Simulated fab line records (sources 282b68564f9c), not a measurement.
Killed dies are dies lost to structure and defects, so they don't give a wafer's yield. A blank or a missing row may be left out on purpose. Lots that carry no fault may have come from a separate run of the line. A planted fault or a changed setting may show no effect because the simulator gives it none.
The tool behind it: which one? / flow ritCmos / 7 lots with 21 wafers sampled at 3 steps, on a route of 202 steps

## WHAT THE GAUGES SHOWED, per wafer
RIT_CONTACT_THK_MEAS_01.
lot=L620; measured=day 3 07:13; on=filmMetro-04; CONTACT_TEOS_THK (nm)=398 393 402
lot=L623; measured=day 4 02:14; on=filmMetro-04; CONTACT_TEOS_THK (nm)=399 399 401
lot=L625; measured=day 4 07:32; on=filmMetro-04; CONTACT_TEOS_THK (nm)=398 403 395
lot=L627; measured=day 4 19:17; on=filmMetro-02; CONTACT_TEOS_THK (nm)=403 400 410
lot=L631; measured=day 5 17:35; on=filmMetro-01; CONTACT_TEOS_THK (nm)=392 394 402
lot=L638; measured=day 7 08:22; on=filmMetro-02; CONTACT_TEOS_THK (nm)=305 408 402
lot=L641; measured=day 8 04:20; on=filmMetro-01; CONTACT_TEOS_THK (nm)=406 305 310

## WHICH TOOL RAN EACH LOT (tool, then ch and the chambers of the sampled wafers, then the start)
lot=L620; RIT_SILICIDE_RTA_04=rtpAnneal-02 ch 0, day 3 07:00; RIT_CONTACT_CVD_00=pecvd-01 ch 1,2, day 3 07:10
lot=L623; RIT_SILICIDE_RTA_04=rtpAnneal-01 ch 0, day 4 02:00; RIT_CONTACT_CVD_00=pecvd-01 ch 1,2, day 4 02:11
lot=L625; RIT_SILICIDE_RTA_04=rtpAnneal-01 ch 0, day 4 07:19; RIT_CONTACT_CVD_00=pecvd-03 ch 0,1, day 4 07:28
lot=L627; RIT_SILICIDE_RTA_04=rtpAnneal-01 ch 0, day 4 19:02; RIT_CONTACT_CVD_00=pecvd-02 ch 0,1, day 4 19:12
lot=L631; RIT_SILICIDE_RTA_04=rtpAnneal-01 ch 0, day 5 17:22; RIT_CONTACT_CVD_00=pecvd-03 ch 0,2, day 5 17:31
lot=L638; RIT_SILICIDE_RTA_04=rtpAnneal-02 ch 0, day 7 08:08; RIT_CONTACT_CVD_00=pecvd-01 ch 0,1,2, day 7 08:19
lot=L641; RIT_SILICIDE_RTA_04=rtpAnneal-01 ch 0, day 8 04:07; RIT_CONTACT_CVD_00=pecvd-01 ch 0,2, day 8 04:17
- RIT_SILICIDE_RTA_04: time 10 s, ramp up 5 s, ramp down 5 s.
- RIT_CONTACT_CVD_00: deposits SiO2 from TEOS, target thk 400 nm, time 61 s.

## THE ANSWER, worked out from the rows above alone
Rule: the lots themselves supply what counts as usual. The widest of any qualifying gaps counts: lots, ordered by their means at a reading, are off when they make up no more than a third of the lots, leave a main group of 4 or more, and stand apart from it by 3 or more times the standard deviation of that group's means. The tables above print the reading to a certain number of digits; a main group whose means all agree to those digits is not used. A lot without any number at a reading at which 4 lots or more have one is off too. Any other lot the step has rows for is counted as sound.
Off: L638, L641, seen at RIT_CONTACT_THK_MEAS_01 (CONTACT_TEOS_THK). Mean 399 nm and standard deviation 2.8 in the main group.
If a tool, at a process step before that reading, ran all the lots that are off and no sound lot after the first of them, it fits. Those tools and the gauges at RIT_CONTACT_THK_MEAS_01 are tried in the same way. One fits: RIT_CONTACT_CVD_00 on pecvd-01. Its last sound lot is L623 (day 4 02:11), its first lot that is off L638 (day 7 08:19): a fault that began between those two fits.

## WHAT THE SIMULATOR HAD INSERTED
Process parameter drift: pecvd-01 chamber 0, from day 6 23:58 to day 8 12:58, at RIT_CONTACT_CVD_00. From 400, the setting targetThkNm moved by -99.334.
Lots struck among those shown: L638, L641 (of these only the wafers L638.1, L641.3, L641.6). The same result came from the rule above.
